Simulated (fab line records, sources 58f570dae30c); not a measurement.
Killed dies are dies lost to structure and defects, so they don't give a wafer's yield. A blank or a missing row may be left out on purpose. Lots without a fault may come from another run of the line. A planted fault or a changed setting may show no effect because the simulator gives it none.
fab line records | flow berkeley_cmos170 | part 1 of 2: steps 1 to 40 of 43
record lots=6 wafers=18 last_day=12
route steps=331 shown V1@256 M2@271 V2@292 M3@331
lots that met no fault: from a run of the same line without faults
start_h: hours from the record's first day to the start of the lot's first wafer shown | wait_h: hours since the lot's step before | " the same as in the row above | L1.1+2: a row that stands for several wafers | - no value, or no start given | * or withheld: withheld | < > ~ a bound
route shown NAME@n: a module of which the file shows steps, and the number in the route of the first | usual: mean/standard deviation of fault-free wafers | same: alike in all rows | chamber/n: place in a boat | sites: the reading at each site | _std_site: their standard deviation | _edge_site: outer sites' mean less inner sites' | radius_mm: how far each site lies from the wafer's centre | mask NAME#n: copy n | behind: the tool/chamber that last shaped the wafer | hold: why the lot was held/for how many hours/how that ended | device: the transistor (n, p or np) that didn't switch | end of line: the same wafers' tests at the end of the route | a step without rows: its recipe alone | killed: dies lost to structure and defects at the first sort, not the wafer's yield | map: a wafer's dies, x killed, . not, _ none there
set.NAME: the setting as run; set.NAME@STEP: as run at that earlier step | model.NAME: the simulator's own value behind a step, which no gauge read
lots at some steps of the route; a table a step, a row a wafer
services: from which hour (start_h, from the record's first day; less than 0 if before it) a tool's chamber was out of use, for how many hours, and why
## steps
# step UCB170_V1_CMP_02
# recipe material=SiO2 down_force_psi=6 platen_rpm=60 pad_velocity_m_s=0.75398
# step UCB170_V1_BOW_MEAS_03
# recipe mode=bow
# usual V1_BOW=19/6.6
# columns lot.wafer tool chamber start_h wait_h V1_BOW[um]
L609.1 film_metro-04 - 169.48 0.1 18
L609.3 " - " " 21
L609.4 " - " " 26
L613.1 film_metro-03 - 194.78 0.1 17
L613.3 " - " " 8
L613.4 " - " " 10
L617.1 film_metro-01 - 220.92 0.2 16
L617.2 " - " " 27
L617.3 " - " " 16
L619.1 film_metro-01 - 226.91 0.1 1
L619.2 " - " " 19
L619.5 " - " " 16
L621.1 film_metro-01 - 232.54 0.1 14
L621.4 " - " " 13
L621.5 " - " " 25
L628.1 film_metro-03 - 265.52 0.2 13
L628.5 " - " " 15
L628.6 " - " " 11
# step UCB170_V1_THK_MEAS_04
# recipe reads=SiO2_of_V1_CVD_00
# usual V1_POLISHED_THK=1000.2/1.3
# columns lot.wafer tool chamber start_h wait_h V1_POLISHED_THK[nm]
L609.1 film_metro-04 - 169.60 0.1 997.0
L609.3 " - " " 999.9
L609.4 " - " " 999.1
L613.1 film_metro-03 - 194.90 0.1 1000.6
L613.3 " - " " 1002.0
L613.4 " - " " 1001.0
L617.1 film_metro-01 - 221.04 0.1 1000.8
L617.2 " - " " 1001.6
L617.3 " - " " 1001.6
L619.1 film_metro-01 - 227.03 0.1 999.8
L619.2 " - " " 1000.7
L619.5 " - " " 1001.7
L621.1 film_metro-01 - 232.66 0.1 1001.0
L621.4 " - " " 998.0
L621.5 " - " " 1000.3
L628.1 film_metro-03 - 265.64 0.1 997.9
L628.5 " - " " 1001.0
L628.6 " - " " 997.8
# step UCB170_V1_CLEAN_05
# recipe chemistry=DIW
# step UCB170_V1_HMDS_06
# recipe prime_time_s=60 prime_temp_c=100
# step UCB170_V1_COAT_07
# recipe resist=KrF spin_rpm=1500 resist_thk_nm=900
# step UCB170_V1_SOFTBAKE_08
# recipe resist=KrF temp_c=130 time_s=60
# step UCB170_V1_EXPOSE_09
# recipe mask_id=VIA1 target_cd_nm=700 na=0.5 sigma_outer=0.6 source_shape=conventional dose_mj=37
# step UCB170_V1_PEB_10
# recipe peb_temp_c=130 peb_time_s=withheld resist=KrF
# step UCB170_V1_DEVELOP_11
# recipe developer=TMAH develop_time_s=45 resist=KrF dev_temp_c=21
# step UCB170_V1_CD_MEAS_12
# recipe target_cd_nm=700
# usual cd_nm=700.2/1.6
# columns lot.wafer tool chamber start_h wait_h cd_nm
L609.1 cd_sem-01 - 171.36 - 697.7
L609.3 " - " " 699.3
L609.4 " - " " 698.1
L613.1 cd_sem-01 - 196.63 - 700.4
L613.3 " - " " 699.5
L613.4 " - " " 700.6
L617.1 cd_sem-01 - 222.24 - 700.0
L617.2 " - " " 701.6
L617.3 " - " " 701.2
L619.1 cd_sem-02 - 228.51 - 698.3
L619.2 " - " " 696.6
L619.5 " - " " 697.0
L621.1 cd_sem-02 - 234.04 - 698.3
L621.4 " - " " 698.6
L621.5 " - " " 699.5
L628.1 cd_sem-02 - 267.53 - 699.6
L628.5 " - " " 700.2
L628.6 " - " " 698.4
# step UCB170_V1_OVL_MEAS_13
# usual V1_OVL=3/5.6
# columns lot.wafer tool chamber start_h wait_h V1_OVL[nm]
L609.1 overlay-02 - 171.48 0.1 4
L609.3 " - " " 5
L609.4 " - " " 5
L613.1 overlay-02 - 196.75 0.1 4
L613.3 " - " " 11
L613.4 " - " " 1
L617.1 overlay-02 - 222.36 0.1 -1
L617.2 " - " " 4
L617.3 " - " " 2
L619.1 overlay-02 - 228.63 0.1 -3
L619.2 " - " " 0
L619.5 " - " " 2
L621.1 overlay-02 - 234.16 0.1 10
L621.4 " - " " -5
L621.5 " - " " 4
L628.1 overlay-01 - 267.65 0.1 -14
L628.5 " - " " -6
L628.6 " - " " -3
# step UCB170_V1_ETCH_14
# recipe chemistry=CHF3/CF4/Ar target=SiO2 stop_on=Al CHF3_flow_sccm=45 cf4_flow_sccm=15 Ar_flow_sccm=150 pressure_mtorr=200 rf_w=700 target_depth_a=12500 over_etch_frac=0.25 time_s=291
# usual chamber_pressure_mTorr=200.01/0.17 drypump_motor_current_A=5.7/0.51 mfc_ar_sccm=150.0/0.47 oes_product_au=0.874/0.014 throttle_valve_pct=6.97/0.099
# columns lot.wafer tool chamber start_h wait_h chamber_pressure_mTorr drypump_motor_current_A mfc_ar_sccm oes_product_au rf_hours_counter_h throttle_valve_pct
L609.1 rie_diel-01 3 171.52 0.0 199.94 5.2 149.6 0.876 112 7.09
L609.3 " 3 " " 200.25 5.2 150.2 0.877 - 7.08
L609.4 " 0 " " 200.19 6.2 150.1 0.896 - 6.88
L613.1 rie_diel-03 0 196.79 0.0 200.00 6.1 149.9 0.884 11 6.92
L613.3 " 3 " " 200.12 6.5 150.3 0.867 145 6.94
L613.4 " 2 " " 200.15 5.9 149.9 0.858 0 7.10
L617.1 rie_diel-01 3 222.40 0.0 199.81 5.2 150.4 0.871 115 7.08
L617.2 " 0 " " 200.17 6.3 150.5 0.901 117 6.88
L617.3 " 2 " " 199.97 5.9 150.3 0.870 82 6.92
L619.1 rie_diel-01 3 228.67 0.0 199.94 5.2 149.2 0.873 115 7.09
L619.2 " 2 " " 200.14 6.0 150.2 0.871 82 6.94
L619.5 " 2 " " 200.33 6.0 150.0 0.864 - 6.92
L621.1 rie_diel-03 0 234.20 0.0 200.01 6.1 149.2 0.877 14 6.91
L621.4 " 1 " " 199.80 5.7 149.9 0.884 24 7.06
L621.5 " 2 " " 200.22 5.9 150.1 0.863 - 7.09
L628.1 rie_diel-03 3 267.68 0.0 199.98 6.5 149.9 0.866 2 6.95
L628.5 " 3 " " 200.08 6.5 149.3 0.877 - 6.94
L628.6 " 0 " " 200.10 6.1 149.2 0.870 - 6.90
# step UCB170_V1_STRIP_15
# recipe chemistry=O2 power_w=400 pressure_mtorr=3500 platen_temp_c=withheld o2_flow_sccm=400 overash_fraction=0.5
# usual chamber_pressure_mTorr=3500.4/2.9 drypump_motor_current_A=5.7/0.34 oes_product_au=0.721/0.005 strip_time_to_endpoint_s=15.29/0.1
# columns lot.wafer tool chamber start_h wait_h chamber_pressure_mTorr drypump_motor_current_A oes_product_au rf_hours_counter_h strip_time_to_endpoint_s
L609.1 plasma_asher-04 1 171.78 0.2 3498.8 5.5 0.714 45 15.14
L609.3 " 1 " " 3503.1 5.5 0.720 - 15.05
L609.4 " 0 " " 3495.5 6.2 0.724 - 15.24
L613.1 plasma_asher-04 1 197.04 0.2 3496.9 5.5 0.725 47 15.41
L613.3 " 1 " " 3495.9 5.5 0.721 - 15.38
L613.4 " 0 " " 3501.3 6.2 0.727 - 15.35
L617.1 plasma_asher-02 1 222.58 0.1 3496.2 5.8 0.715 55 15.17
L617.2 " 0 " " 3499.5 5.4 0.720 55 15.44
L617.3 " 1 " " 3500.2 5.8 0.722 - 15.36
L619.1 plasma_asher-04 1 228.85 0.1 3503.1 5.5 0.725 51 15.23
L619.2 " 0 " " 3504.8 6.2 0.719 51 15.37
L619.5 " 1 " " 3502.9 5.5 0.733 - 15.34
L621.1 plasma_asher-01 1 234.38 0.1 3501.4 5.9 0.724 46 15.29
L621.4 " 1 " " 3505.7 5.8 0.718 - 15.23
L621.5 " 1 " " 3501.1 5.8 0.719 - 15.30
L628.1 plasma_asher-04 1 267.86 0.1 3502.1 5.5 0.725 56 15.31
L628.5 " 1 " " 3497.6 5.5 0.712 - 15.35
L628.6 " 0 " " 3498.1 6.2 0.717 - 15.17
# step UCB170_V1_CD_MEAS_90
# recipe target_cd_nm=700
# usual cd_nm=700.0/1.7
# columns lot.wafer tool chamber start_h wait_h cd_nm
L609.1 cd_sem-02 - 171.88 0.1 697.0
L609.3 " - " " 698.6
L609.4 " - " " 697.7
L613.1 cd_sem-01 - 197.14 0.1 701.0
L613.3 " - " " 699.3
L613.4 " - " " 700.3
L617.1 cd_sem-02 - 222.68 0.1 699.2
L617.2 " - " " 701.4
L617.3 " - " " 701.0
L619.1 cd_sem-02 - 228.95 0.1 697.6
L619.2 " - " " 696.5
L619.5 " - " " 697.0
L621.1 cd_sem-02 - 234.48 0.1 698.3
L621.4 " - " " 698.4
L621.5 " - " " 699.0
L628.1 cd_sem-02 - 267.96 0.1 699.8
L628.5 " - " " 700.4
L628.6 " - " " 698.5
# step UCB170_M2_PRE_CLEAN_00
# recipe gas=Ar preclean_etch_time_s=60
# step UCB170_M2_SPUTTER_01
# recipe material=Al target_thk_nm=900 time_s=120 power_w=6000 chamber_pressure_pa=0.5
# usual throttle_valve_pct=29.7/0.64
# columns lot.wafer tool chamber start_h wait_h throttle_valve_pct
L609.1 pvd_sputter-02 - 172.07 0.0 30.1
L609.3 " - " " 30.7
L609.4 " - " " 29.1
L613.1 pvd_sputter-01 - 197.32 0.0 29.4
L613.3 " - " " 29.4
L613.4 " - " " 29.2
L617.1 pvd_sputter-01 - 222.86 0.0 29.8
L617.2 " - " " 29.2
L617.3 " - " " 29.4
L619.1 pvd_sputter-02 - 229.14 0.0 29.1
L619.2 " - " " 27.8
L619.5 " - " " 30.2
L621.1 pvd_sputter-03 - 234.67 0.0 30.6
L621.4 " - " " 29.9
L621.5 " - " " 29.7
L628.1 pvd_sputter-01 - 268.15 0.0 29.1
L628.5 " - " " 30.0
L628.6 " - " " 29.3
# step UCB170_M2_RS_MEAS_02
# recipe thk_meas_gauge=four-point-probe reads=Al_of_M2_SPUTTER_01
# usual M2_AL_RS=0.03221/0.00027
# columns lot.wafer tool chamber start_h wait_h M2_AL_RS[ohm/sq]
L609.1 film_metro-02 - 172.15 0.0 0.03241
L609.3 " - " " 0.03239
L609.4 " - " " 0.03214
L613.1 film_metro-03 - 197.41 0.0 0.03202
L613.3 " - " " 0.03192
L613.4 " - " " 0.03166
L617.1 film_metro-03 - 222.95 0.0 0.0321
L617.2 " - " " 0.03201
L617.3 " - " " 0.03228
L619.1 film_metro-04 - 229.22 0.0 0.03251
L619.2 " - " " 0.03245
L619.5 " - " " 0.03249
L621.1 film_metro-03 - 234.75 0.0 0.03207
L621.4 " - " " 0.03217
L621.5 " - " " 0.03215
L628.1 film_metro-02 - 268.23 0.0 0.03208
L628.5 " - " " 0.03223
L628.6 " - " " 0.03223
# step UCB170_M2_THK_MEAS_03
# recipe thk_meas_gauge=xrf reads=Al_of_M2_SPUTTER_01
# usual M2_AL_THK=908/8.5
# columns lot.wafer tool chamber start_h wait_h M2_AL_THK[nm]
L609.1 film_metro-02 - 172.27 0.1 902
L609.3 " - " " 909
L609.4 " - " " 914
L613.1 film_metro-03 - 197.53 0.1 896
L613.3 " - " " 906
L613.4 " - " " 912
L617.1 film_metro-03 - 223.07 0.1 908
L617.2 " - " " 906
L617.3 " - " " 898
L619.1 film_metro-04 - 229.34 0.1 905
L619.2 " - " " 908
L619.5 " - " " 894
L621.1 film_metro-03 - 234.87 0.1 903
L621.4 " - " " 905
L621.5 " - " " 899
L628.1 film_metro-02 - 268.35 0.1 921
L628.5 " - " " 909
L628.6 " - " " 910
# step UCB170_M2_HMDS_04
# recipe prime_time_s=60 prime_temp_c=100
# step UCB170_M2_COAT_05
# recipe resist=KrF spin_rpm=1500 resist_thk_nm=900
# step UCB170_M2_SOFTBAKE_06
# recipe resist=KrF temp_c=130 time_s=60
# step UCB170_M2_STRIP_07
# recipe chemistry=O2 power_w=400 pressure_mtorr=3500 platen_temp_c=withheld o2_flow_sccm=400 overash_fraction=0.5
# usual chamber_pressure_mTorr=3500/3.6 drypump_motor_current_A=5.6/0.32 oes_product_au=0.735/0.0043 strip_time_to_endpoint_s=21.93/0.065
# columns lot.wafer tool chamber start_h wait_h chamber_pressure_mTorr drypump_motor_current_A oes_product_au rf_hours_counter_h strip_time_to_endpoint_s
L609.1 plasma_asher-03 1 172.78 0.1 3500 5.1 0.735 6 21.92
L609.3 " 0 " " 3500 5.5 0.731 - 22.00
L609.4 " 1 " " 3500 5.1 0.737 - 21.93
L613.1 plasma_asher-04 0 198.04 0.1 3500 6.2 0.734 47 21.82
L613.3 " 0 " " 3503 6.2 0.732 - 21.89
L613.4 " 1 " " 3496 5.5 0.731 - 21.78
L617.1 plasma_asher-02 1 223.62 0.1 3497 5.8 0.734 55 21.86
L617.2 " 0 " " 3499 5.4 0.735 55 21.91
L617.3 " 0 " " 3501 5.4 0.734 - 21.92
L619.1 plasma_asher-04 0 229.85 0.1 3496 6.2 0.739 51 21.87
L619.2 " 1 " " 3504 5.5 0.736 51 21.94
L619.5 " 1 " " 3499 5.5 0.731 - 21.98
L621.1 plasma_asher-02 0 235.49 0.1 3499 5.4 0.746 57 21.88
L621.4 " 1 " " 3503 5.8 0.741 - 21.91
L621.5 " 1 " " 3499 5.8 0.735 - 21.85
L628.1 plasma_asher-02 0 269.05 0.1 3500 5.4 0.740 61 21.90
L628.5 " 0 " " 3498 5.4 0.733 - 21.91
L628.6 " 1 " " 3504 5.8 0.733 - 21.87
# step UCB170_M2_STRIP_08
# recipe chemistry=DMSO temp_c=80 time_s=600 material=KrF
# step UCB170_M2_COAT_09
# recipe resist=BARC temp_c=withheld time_s=withheld spin_rpm=3000 resist_thk_nm=withheld
# step UCB170_M2_COAT_10
# recipe resist=KrF spin_rpm=1500 resist_thk_nm=900
# step UCB170_M2_SOFTBAKE_11
# recipe resist=KrF temp_c=130 time_s=60
# step UCB170_M2_EXPOSE_12
# recipe mask_id=METAL2 target_cd_nm=700 na=0.5 sigma_outer=0.6 source_shape=conventional dose_mj=26
# step UCB170_M2_PEB_13
# recipe peb_temp_c=130 peb_time_s=withheld resist=KrF
# step UCB170_M2_DEVELOP_14
# recipe developer=TMAH develop_time_s=45 resist=KrF dev_temp_c=21
# step UCB170_M2_CD_MEAS_15
# recipe target_cd_nm=700
# usual cd_nm=700.0/1.4
# columns lot.wafer tool chamber start_h wait_h cd_nm
L609.1 cd_sem-01 - 174.02 - 701.8
L609.3 " - " " 701.4
L609.4 " - " " 700.9
L613.1 cd_sem-01 - 200.41 - 699.2
L613.3 " - " " 698.2
L613.4 " - " " 698.9
L617.1 cd_sem-02 - 224.93 - 699.8
L617.2 " - " " 699.3
L617.3 " - " " 700.2
L619.1 cd_sem-01 - 231.12 - 702.9
L619.2 " - " " 700.8
L619.5 " - " " 702.6
L621.1 cd_sem-01 - 237.51 - 699.6
L621.4 " - " " 699.9
L621.5 " - " " 700.7
L628.1 cd_sem-01 - 270.79 - 701.7
L628.5 " - " " 702.7
L628.6 " - " " 700.8
# step UCB170_M2_OVL_MEAS_16
# usual M2_OVL=-1/5.2
# columns lot.wafer tool chamber start_h wait_h M2_OVL[nm]
L609.1 overlay-01 - 174.14 0.1 -3
L609.3 " - " " -6
L609.4 " - " " -1
L613.1 overlay-01 - 200.53 0.1 -6
L613.3 " - " " -3
L613.4 " - " " 4
L617.1 overlay-01 - 225.05 0.1 -5
L617.2 " - " " -7
L617.3 " - " " -4
L619.1 overlay-02 - 231.24 0.1 -3
L619.2 " - " " -2
L619.5 " - " " -4
L621.1 overlay-02 - 237.63 0.1 2
L621.4 " - " " 2
L621.5 " - " " 1
L628.1 overlay-01 - 270.91 0.1 -2
L628.5 " - " " -6
L628.6 " - " " 4
# step UCB170_M2_ETCH_17
# recipe chemistry=N2/H2 target_depth_a=withheld overetch_a=withheld target=BARC time_s=withheld source_w=500 bias_w=100 pressure_mtorr=30 n2_flow_sccm=100 h2_flow_sccm=200
# step UCB170_M2_METAL_ETCH_18
# recipe chemistry=Cl2/BCl3 target=Al stop_on=SiO2 pressure_mtorr=12 target_depth_a=11700 over_etch_frac=0.3 time_s=195 icp_w=600 bias_w=120 Cl2_flow_sccm=90 bcl3_flow_sccm=45
# usual chamber_pressure_mTorr=12.000/0.011 drypump_motor_current_A=5.5/0.33 oes_product_au=0.853/0.018 throttle_valve_pct=24.62/0.29
# columns lot.wafer tool chamber start_h wait_h chamber_pressure_mTorr drypump_motor_current_A oes_product_au rf_hours_counter_h throttle_valve_pct
L609.1 rie_metal-01 0 174.22 - 11.999 5.6 0.861 21 24.05
L609.3 " 1 " " 12.006 5.9 0.839 - 24.80
L609.4 " 0 " " 11.996 5.6 0.869 - 24.03
L613.1 rie_metal-01 1 200.61 - 12.002 5.9 0.849 1 24.81
L613.3 " 1 " " 12.010 5.9 0.838 - 24.81
L613.4 " 1 " " 11.994 5.9 0.848 - 24.82
L617.1 rie_metal-02 0 225.13 - 11.998 5.8 0.868 8 24.67
L617.2 " 1 " " 11.982 5.2 0.885 3 24.99
L617.3 " 1 " " 12.010 5.2 0.871 - 25.00
L619.1 rie_metal-01 0 231.32 - 11.995 5.6 0.844 0 24.14
L619.2 " 1 " " 11.992 5.9 0.843 3 24.81
L619.5 " 0 " " 11.991 5.6 0.847 - 24.15
L621.1 rie_metal-04 0 237.71 - 12.001 5.1 0.838 3 24.37
L621.4 " 0 " " 12.006 5.2 0.839 - 24.37
L621.5 " 0 " " 12.026 5.2 0.838 - 24.39
L628.1 rie_metal-04 1 270.99 - 12.001 5.0 0.829 7 24.47
L628.5 " 0 " " 11.980 5.2 0.835 - 24.38
L628.6 " 1 " " 12.010 5.1 0.830 - 24.46
# step UCB170_M2_STRIP_19
# recipe chemistry=O2 power_w=400 pressure_mtorr=3500 platen_temp_c=withheld o2_flow_sccm=400 overash_fraction=0.5
# step UCB170_M2_CD_MEAS_90
# recipe target_cd_nm=700
# usual cd_nm=700/3.4
# columns lot.wafer tool chamber start_h wait_h cd_nm
L609.1 cd_sem-01 - 174.58 0.1 702
L609.3 " - " " 701
L609.4 " - " " 701
L613.1 cd_sem-02 - 201.08 0.1 699
L613.3 " - " " 695
L613.4 " - " " 698
L617.1 cd_sem-02 - 225.42 0.1 706
L617.2 " - " " 701
L617.3 " - " " 704
L619.1 cd_sem-01 - 231.61 0.1 701
L619.2 " - " " 699
L619.5 " - " " 701
L621.1 cd_sem-01 - 238.00 0.1 700
L621.4 " - " " 698
L621.5 " - " " 700
L628.1 cd_sem-01 - 271.27 0.1 703
L628.5 " - " " 699
L628.6 " - " " 702
# step UCB170_V2_CVD_00
# recipe material=SiO2 target_thk_nm=2000 temp_c=390 precursor=TEOS/O2 time_s=250 rf_w=550 pressure_mtorr=9000
# usual heater_power_w=232/66 pressure_mtorr=9000/18
# columns lot.wafer tool chamber start_h wait_h heater_power_w pressure_mtorr
L609.1 pecvd-02 2 174.70 0.1 299 8970
L609.3 " 0 " " 176 9014
L609.4 " 0 " " 231 9026
L613.1 pecvd-03 1 201.20 0.1 231 8979
L613.3 " 2 " " 238 8983
L613.4 " 0 " " 84 9001
L617.1 pecvd-04 1 225.54 0.1 292 9030
L617.2 " 0 " " 311 8981
L617.3 " 2 " " 180 9016
L619.1 pecvd-03 0 231.73 0.1 121 9036
L619.2 " 1 " " 260 9004
L619.5 " 0 " " 85 9019
L621.1 pecvd-04 0 238.12 0.1 293 8981
L621.4 " 2 " " 170 8987
L621.5 " 1 " " 265 9004
L628.1 pecvd-04 0 271.39 0.1 314 8997
L628.5 " 0 " " 241 9007
L628.6 " 2 " " 173 9032
# step UCB170_V2_THK_MEAS_01
# recipe reads=SiO2_of_V2_CVD_00
# usual V2_TEOS_THK=1999/29
# columns lot.wafer tool chamber start_h wait_h V2_TEOS_THK[nm]
L609.1 film_metro-02 - 174.85 0.1 2053
L609.3 " - " " 1991
L609.4 " - " " 2048
L613.1 film_metro-03 - 201.36 0.1 1958
L613.3 " - " " 1974
L613.4 " - " " 2014
L617.1 film_metro-01 - 225.69 0.1 1983
L617.2 " - " " 1957
L617.3 " - " " 1985
L619.1 film_metro-03 - 231.88 0.1 1960
L619.2 " - " " 1959
L619.5 " - " " 2005
L621.1 film_metro-03 - 238.28 0.1 1973
L621.4 " - " " 2014
L621.5 " - " " 1981
L628.1 film_metro-01 - 271.55 0.1 1992
L628.5 " - " " 2028
L628.6 " - " " 1997
# step UCB170_V2_CMP_02
# recipe material=SiO2 down_force_psi=6 platen_rpm=60 pad_velocity_m_s=0.75398
# step UCB170_V2_BOW_MEAS_03
# recipe mode=bow
# usual V2_BOW=36/6.9
# columns lot.wafer tool chamber start_h wait_h V2_BOW[um]
L609.1 film_metro-01 - 175.21 0.2 37
L609.3 " - " " 39
L609.4 " - " " 45
L613.1 film_metro-01 - 201.72 0.1 34
L613.3 " - " " 26
L613.4 " - " " 29
L617.1 film_metro-03 - 226.05 0.1 37
L617.2 " - " " 47
L617.3 " - " " 37
L619.1 film_metro-02 - 232.24 0.1 21
L619.2 " - " " 39
L619.5 " - " " 35
L621.1 film_metro-03 - 238.64 0.2 36
L621.4 " - " " 34
L621.5 " - " " 45
L628.1 film_metro-02 - 271.91 0.2 28
L628.5 " - " " 29
L628.6 " - " " 25
